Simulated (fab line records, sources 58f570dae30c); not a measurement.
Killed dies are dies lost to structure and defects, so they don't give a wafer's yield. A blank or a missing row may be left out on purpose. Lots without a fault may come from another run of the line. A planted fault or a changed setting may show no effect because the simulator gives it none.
One fault seen from 2 desks | flow berkeley_cmos170 | each desk has only its own numbers; what lay behind them comes last

THE METROLOGY DESK
What the gauges read, lot by lot, whatever tool the lot ran on: means of the sampled wafers that have a number. A lot is out of limits, marked OUT, if its mean lies more than 4 standard deviations from the usual mean; the brackets give that distance.
Columns: A = ACTIVE_NITRIDE_THK at UCB170_ACTIVE_THK_MEAS_06, usual 219.9 nm; B = cd_nm at UCB170_ACTIVE_CD_MEAS_13, usual 1200.2 nm; C = cd_nm at UCB170_ACTIVE_CD_MEAS_90, usual 1200.2 nm
lot  | first seen here | A     | B      | C
L287 | day 5 16:32     | 220.5 | 1202.2 | 1201.8
L291 | day 5 16:36     | 222.8 | 1199.7 | 1199.6
L288 | day 5 16:37     | 220.4 | 1198.9 | 1198.9
L289 | day 5 16:41     | 220.1 | 1199.5 | 1199.5
L293 | day 6 10:01     | 218.1 | 1200.9 | 1200.8
L294 | day 6 10:02     | 220.7 | 1200.1 | 1200.1
L292 | day 6 10:04     | 216.8 | 1201.2 | 1201.2
L295 | day 6 21:03     | 219.4 | 1202.6 | 1202.6
L296 | day 6 21:03     | 220.3 | 1198.3 | 1197.8
L301 | day 7 20:23     | 220.2 | 1201.7 | 1201.7
L302 | day 8 10:52     | 222.8 | 1199.7 | 1199.7
L306 | day 8 22:18     | 224.4 | 1201.0 | 1201.1
L307 | day 9 05:49     | 220.4 | 1198.6 | 1198.8
L308 | day 9 05:51     | 220.4 | 1200.5 | 1200.6
This desk's finding: nothing out of limits on any of the 14 lots.

THE TOOL OWNER'S DESK: rie_diel-02
The tool's own readings at UCB170_PWELL_ETCH_14 (etches Si3N4 in CH3F/Ar/O2, stops on SiO2, target depth 242 nm, time 151 s): means of the sampled wafers that have a number, for each lot that ran on this tool. A lot is out of limits, marked OUT, if its mean lies more than 4 standard deviations from the usual mean; the brackets give that distance.
Columns: A = drypump_motor_current_A at UCB170_PWELL_ETCH_14, usual 5.7 A; B = oes_product_au at UCB170_PWELL_ETCH_14, usual 0.940 a.u.; C = throttle_valve_pct at UCB170_PWELL_ETCH_14, usual 8.05 %
lot  | first seen here | A   | B                | C
L288 | day 4 07:34     | 5.4 | 0.931            | 8.21
L289 | day 4 13:40     | 5.6 | 0.941            | 8.10
L292 | day 4 23:34     | 6.1 | 0.925            | 8.07
L295 | day 5 14:42     | 5.6 | 0.948            | 8.11
L301 | day 6 16:49     | 6.0 | 0.785 (-7.4) OUT | 8.00
L302 | day 7 00:19     | 5.3 | 0.783 (-7.5) OUT | 8.14
This desk's finding: out of limits on L301, L302; first on L301, day 6 16:49 (oes_product_au at UCB170_PWELL_ETCH_14). In limits: L288, L289, L292, L295.

PUT TOGETHER
The tool owner's desk could have raised an alarm at day 6 16:49, on L301, L302.
The metrology desk saw nothing out of limits.
The metrology desk has L301, L302 on record, within its limits.
Of the lots named, all ran UCB170_PWELL_ETCH_14 on rie_diel-02.

WHAT THE SIMULATOR HAD PUT IN
Process parameter drift: rie_diel-02, from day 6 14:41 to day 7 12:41, at UCB170_PWELL_ETCH_14. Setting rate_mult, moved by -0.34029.
Lots struck among those shown: L301, L302.
Hours from the fault's start to each desk's first reading out of limits: the tool owner's desk, 2.
